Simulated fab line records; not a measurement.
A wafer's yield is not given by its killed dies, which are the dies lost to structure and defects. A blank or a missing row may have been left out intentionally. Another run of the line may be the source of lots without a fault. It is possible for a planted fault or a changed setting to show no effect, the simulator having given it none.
A struck lot beside a sound one    flow rit-cmos    18 out of 202 route steps
Sound: wafers L979.1, L979.3, L979.5. Wafers struck: L986.1, L986.2, L986.6. The cause comes at the end.
Each step with rows lists, per side, the tool, then ch with its chambers, then its first start. Under that, the readings that differ: sound wafers    struck wafers    difference of the means    sigmas: that difference in standard deviations of wafers without a fault.
alike: readings with means less than 2 such deviations apart, plus words and numbers identical on both sides. not compared: withheld readings, readings lacking a value on some wafer, bounds such as >300 that could conceal the same value, and numbers that have no deviation in the record and whose values overlap.
A row with sigmas, a row that says differs or no value, or rows on one side alone: a step with any of these is where the two part. Numbers that have no deviation but don't overlap get no sigmas and don't part them. A reading that every wafer of one side lacks parts them only if that side has two wafers or more.

first, 1 step without rows for these wafers: RIT_PWELL_DEVELOP_05 (develop time 68 s).
RIT_PWELL_OVL_MEAS_06:
  sound on overlay-02, day 2 07:59; struck on overlay-02, day 3 18:36
  alike: PWELL_OVL
then, 2 steps without rows for these wafers: RIT_PWELL_HARDBAKE_07 (time 120 s); RIT_PWELL_IMPLANT_08.
RIT_PWELL_STRIP_09: strips in O2, time 180 s.
  sound on plasma-asher-03 ch 0,1, day 2 08:25; struck on plasma-asher-03 ch 0,1, day 3 19:02
  alike: drypump-motor-current-A
  not compared: rf-hours-counter-h
RIT_PWELL_TW_MEAS_10:
  sound on film-metro-04, day 2 08:35; struck on film-metro-04, day 3 19:13
  alike: PWELL_TW
then, 1 step without rows for these wafers: RIT_WELLDRIVE_ANNEAL_00 (time 14700 s).
RIT_WELLDRIVE_RS_MEAS_01: measures by four-point-probe.
  sound on film-metro-04, day 2 14:17; struck on film-metro-04, day 4 03:42
  alike: NWELL_RS
RIT_WELLDRIVE_RS_MEAS_02: measures by four-point-probe.
  sound on film-metro-04, day 2 14:24; struck on film-metro-04, day 4 03:49
  alike: PWELL_RS
then, 3 steps without rows for these wafers: RIT_NRETRO_HMDS_00 (prime time 60 s); RIT_NRETRO_COAT_01 (resist thk 1300 nm); RIT_NRETRO_SOFTBAKE_02 (time 60 s).
RIT_NRETRO_EXPOSE_03: exposes mask M4, target cd 43900 nm.
  sound on iline-stepper-01 ch 0, day 2 15:05; struck on iline-stepper-01 ch 0, day 4 04:31
reading                         sound                    struck             difference  sigmas
model.NRETRO.overlay-x-nm (nm)  -0.7103 -0.7103 -0.7103  421.1 421.1 421.1  +421.8      
  alike: mask, focus-offset-nm
then, 2 steps without rows for these wafers: RIT_NRETRO_PEB_04; RIT_NRETRO_DEVELOP_05 (develop time 68 s).
RIT_NRETRO_OVL_MEAS_06:
  sound on overlay-01, day 2 15:31; struck on overlay-02, day 4 04:57
reading          sound           struck             difference  sigmas
NRETRO_OVL (nm)  -0.4 -2.5 -1.7  420.0 420.6 417.7  +421.0      +99 or more
then, 1 step without rows for these wafers: RIT_NRETRO_HARDBAKE_07 (time 120 s).
RIT_M1_PROBE_99:
  sound on prober-02, day 3 21:15; struck on prober-02, day 5 12:17
reading                                     sound                 struck                difference  sigmas
killed_at_M0_to_M3                          0 0 0                 0 1 0                 +0          +3
model.etest.well-edge-left.line-ohm-um      182.2 182.6 183       189.5 189.3 186.8     +5.9        
model.etest.retro-edge-nmos.off-log10-a-um  -9.394 -8.758 -8.948  -7.275 -7.402 -7.239  +1.728      
model.etest.retro-edge-pmos.off-log10-a-um  -9.924 -9.796 -9.684  -7.371 -7.621 -7.579  +2.278      
  alike: killed-at-contacts, killed-at-front-end, killed-dies, killed-open, killed-short

## WHERE THEY PART
First at RIT_NRETRO_OVL_MEAS_06; last, within this record, at RIT_M1_PROBE_99.

WHY: what the simulator had put in
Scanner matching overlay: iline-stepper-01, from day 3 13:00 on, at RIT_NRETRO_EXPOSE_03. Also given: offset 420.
